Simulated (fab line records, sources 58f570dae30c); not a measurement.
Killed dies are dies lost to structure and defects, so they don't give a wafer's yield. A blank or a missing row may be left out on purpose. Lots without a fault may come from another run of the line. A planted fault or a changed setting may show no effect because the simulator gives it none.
One fault seen from 2 desks | flow berkeley_cmos170 | each desk has only its own numbers; what lay behind them comes last

THE METROLOGY DESK
What the gauges read, lot by lot, whatever tool the lot ran on: means of the sampled wafers that have a number. A lot is out of limits, marked OUT, if its mean lies more than 4 standard deviations from the usual mean; the brackets give that distance. Of its 12 readings 7 are shown: those that lie furthest out on some lot.
Columns: A = PSD_RS at UCB170_SDANNEAL_RS_MEAS_02, usual 75.8 ohm/sq; B = PLDD_RS at UCB170_SDANNEAL_RS_MEAS_04, usual 1032.1 ohm/sq; C = NLDD_RS at UCB170_SDANNEAL_RS_MEAS_05, usual 616.9 ohm/sq; D = SILICIDE_TI_RS at UCB170_SILICIDE_RS_MEAS_02, usual 25.72 ohm/sq; E = SILICIDE_TI_THK at UCB170_SILICIDE_THK_MEAS_03, usual 29.92 nm; F = cd_nm at UCB170_CONTACT_CD_MEAS_90, usual 699.6 nm; G = M1_AL_RS at UCB170_M1_RS_MEAS_01, usual 0.0483 ohm/sq
lot  | first seen here | A    | B      | C     | D     | E     | F     | G
L370 | day 8 23:00     | 76.1 | 1035.0 | 615.8 | 26.19 | 29.54 | 699.6 | 0.0481
L375 | day 9 09:49     | 75.1 | 1033.1 | 618.0 | 25.24 | 30.34 | 698.9 | 0.0485
L379 | day 10 07:10    | 76.4 | 1035.1 | 618.5 | 25.93 | 29.67 | 701.4 | 0.0482
L377 | day 10 07:47    | 75.2 | 1027.1 | 618.7 | 25.89 | 29.72 | 699.0 | 0.0489
L381 | day 11 09:55    | 75.6 | 1029.5 | 617.7 | 25.51 | 30.12 | 699.3 | 0.0481
L384 | day 11 16:36    | 75.6 | 1033.3 | 617.2 | 25.27 | 30.46 | 699.1 | 0.0483
This desk's finding: nothing out of limits on any of the 6 lots.

THE TOOL OWNER'S DESK: rtp_anneal-02
The tool's own readings at UCB170_SILICIDE_RTA_04 (time 15 s): means of the sampled wafers that have a number, for each lot that ran on this tool. A lot is out of limits, marked OUT, if its mean lies more than 4 standard deviations from the usual mean; the brackets give that distance.
Columns: A = anneal_temp_c_max at UCB170_SILICIDE_RTA_04, usual 653.8; B = lamp_power_pct at UCB170_SILICIDE_RTA_04, usual 11.6 %; C = wafer_temp_C_max at UCB170_SILICIDE_RTA_04, usual 652.9
lot  | first seen here | A     | B    | C
L375 | day 9 10:34     | 653.6 | 12.3 | 653.2
L377 | day 10 08:33    | 652.9 | 13.3 | 653.0
L381 | day 11 10:40    | 652.8 | 13.3 | 653.1
This desk's finding: nothing out of limits on any of the 3 lots.

PUT TOGETHER
The metrology desk saw nothing out of limits.
The tool owner's desk saw nothing out of limits.

WHAT THE SIMULATOR HAD PUT IN
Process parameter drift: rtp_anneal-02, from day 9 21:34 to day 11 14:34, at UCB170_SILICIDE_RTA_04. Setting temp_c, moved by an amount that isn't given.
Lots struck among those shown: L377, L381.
